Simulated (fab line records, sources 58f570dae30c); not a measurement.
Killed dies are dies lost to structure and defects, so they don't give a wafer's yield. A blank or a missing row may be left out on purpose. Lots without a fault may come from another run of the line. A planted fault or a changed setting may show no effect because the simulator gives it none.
Tool commonality check | flow berkeley_cmos170 | 14 lots, 41 wafers sampled

WHY IT WAS OPENED
At UCB170_M1_RS_MEAS_01 the reading M1_AL_RS is flagged on 2 of 14 lots. Wafers without a fault read 0.0485 ohm/sq, standard deviation 0.00055.
Rule: a lot is flagged when every wafer of it that has a number lies more than 4 standard deviations from that mean, or none has a number. The other lots count as sound.

lot  | measured     | on            | M1_AL_RS (ohm/sq), wafer by wafer | flag
L434 | day 6 14:10  | film_metro-04 | 0.0494 0.0492 0.0488              |
L435 | day 6 17:28  | film_metro-04 | 0.0480 0.0486 0.0482              |
L437 | day 7 12:31  | film_metro-02 | 0.0494 0.0490 0.0485              |
L438 | day 7 13:34  | film_metro-03 | 0.0481 0.0483 0.0481              |
L436 | day 7 13:50  | film_metro-02 | 0.0486 0.0491 0.0488              |
L440 | day 7 20:56  | film_metro-03 | 0.0903 0.0926                     | FLAGGED
L443 | day 8 18:59  | film_metro-02 | 0.0922 0.0909 0.0893              | FLAGGED
L449 | day 9 21:23  | film_metro-03 | 0.0491 0.0488 0.0483              |
L451 | day 9 23:13  | film_metro-03 | 0.0474 0.0485 0.0479              |
L450 | day 10 03:18 | film_metro-02 | 0.0487 0.0483 0.0489              |
L453 | day 10 16:42 | film_metro-03 | 0.0490 0.0487 0.0488              |
L452 | day 10 23:53 | film_metro-04 | 0.0486 0.0486 0.0486              |
L455 | day 11 01:28 | film_metro-04 | 0.0486 0.0481 0.0493              |
L457 | day 11 17:33 | film_metro-03 | 0.0487 0.0483 0.0493              |
The numbers of the flagged lots are 0.0911 ohm/sq on average: +0.0426 ohm/sq against the usual, or +77 standard deviations.

WHICH TOOL RAN EACH LOT
The record holds 2 process steps before the reading, out of a route of 331 steps. In each cell: the tool, then ch and the chambers that the sampled wafers went through, then the start.
lot  | flag    | UCB170_PLDD_STRIP_10                 | UCB170_M1_SPUTTER_00
L434 |         | plasma_asher-03 ch 0,1, day 5 16:28  | pvd_sputter-01, day 6 14:05
L435 |         | plasma_asher-03 ch 0,1, day 5 21:28  | pvd_sputter-04, day 6 17:22
L437 |         | plasma_asher-03 ch 0,1, day 6 19:39  | pvd_sputter-01, day 7 12:27
L438 |         | plasma_asher-01 ch 0,1, day 6 19:49  | pvd_sputter-03, day 7 13:30
L436 |         | plasma_asher-04 ch 0,1, day 6 19:57  | pvd_sputter-01, day 7 13:47
L440 | FLAGGED | plasma_asher-04 ch 0,1, day 7 01:41  | pvd_sputter-03, day 7 20:50
L443 | FLAGGED | plasma_asher-03 ch 0,1, day 8 01:45  | pvd_sputter-03, day 8 18:54
L449 |         | plasma_asher-03 ch 0,1, day 8 21:16  | pvd_sputter-04, day 9 21:19
L451 |         | plasma_asher-04 ch 0,1, day 9 05:23  | pvd_sputter-01, day 9 23:08
L450 |         | plasma_asher-04 ch 0,1, day 9 05:49  | pvd_sputter-04, day 10 03:13
L453 |         | plasma_asher-01 ch 0,1, day 9 23:41  | pvd_sputter-01, day 10 16:36
L452 |         | plasma_asher-04 ch 0,1, day 10 05:03 | pvd_sputter-04, day 10 23:50
L455 |         | plasma_asher-03 ch 0,1, day 10 04:47 | pvd_sputter-01, day 11 01:24
L457 |         | plasma_asher-04 ch 0,1, day 10 21:23 | pvd_sputter-04, day 11 17:29
What these steps do:
- UCB170_PLDD_STRIP_10: strips in O2.
- UCB170_M1_SPUTTER_00: material Al, target thk 600 nm, time 80 s.
- UCB170_M1_RS_MEAS_01: measures by four-point-probe.

FLAGGED OVER TOTAL, TOOL BY TOOL (the gauges that took the reading come last)
step                 | tool            | lots run | flagged | share of the flagged lots | sound lots run after its first flagged lot
UCB170_PLDD_STRIP_10 | plasma_asher-01 | 2        | 0       | none                      | -
UCB170_PLDD_STRIP_10 | plasma_asher-03 | 6        | 1       | some                      | 2 (L449,L455)
UCB170_PLDD_STRIP_10 | plasma_asher-04 | 6        | 1       | some                      | 4 (L451,L450,L452,L457)
UCB170_M1_SPUTTER_00 | pvd_sputter-01  | 6        | 0       | none                      | -
UCB170_M1_SPUTTER_00 | pvd_sputter-03  | 3        | 2       | all                       | 0
UCB170_M1_SPUTTER_00 | pvd_sputter-04  | 5        | 0       | none                      | -
UCB170_M1_RS_MEAS_01 | film_metro-02   | 4        | 1       | some                      | 1 (L450)
UCB170_M1_RS_MEAS_01 | film_metro-03   | 6        | 1       | some                      | 4 (L449,L451,L453,L457)
UCB170_M1_RS_MEAS_01 | film_metro-04   | 4        | 0       | none                      | -

WHAT THE TABLE ALLOWS
1 row of the table ran every flagged lot: pvd_sputter-03 at UCB170_M1_SPUTTER_00.
- pvd_sputter-03 at UCB170_M1_SPUTTER_00: 2 of its 3 lots flagged. Its last sound lot is L438 (day 7 13:30), its first flagged lot L440 (day 7 20:50): a fault that began between those two fits.
One tool is left: pvd_sputter-03 at UCB170_M1_SPUTTER_00.

WHAT THE SIMULATOR HAD PUT IN
Process parameter drift: pvd_sputter-03, from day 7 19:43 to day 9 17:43, at UCB170_M1_SPUTTER_00. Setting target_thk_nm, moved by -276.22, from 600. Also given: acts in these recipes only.
Lots struck among those shown: L440, L443. The rule above found the same.
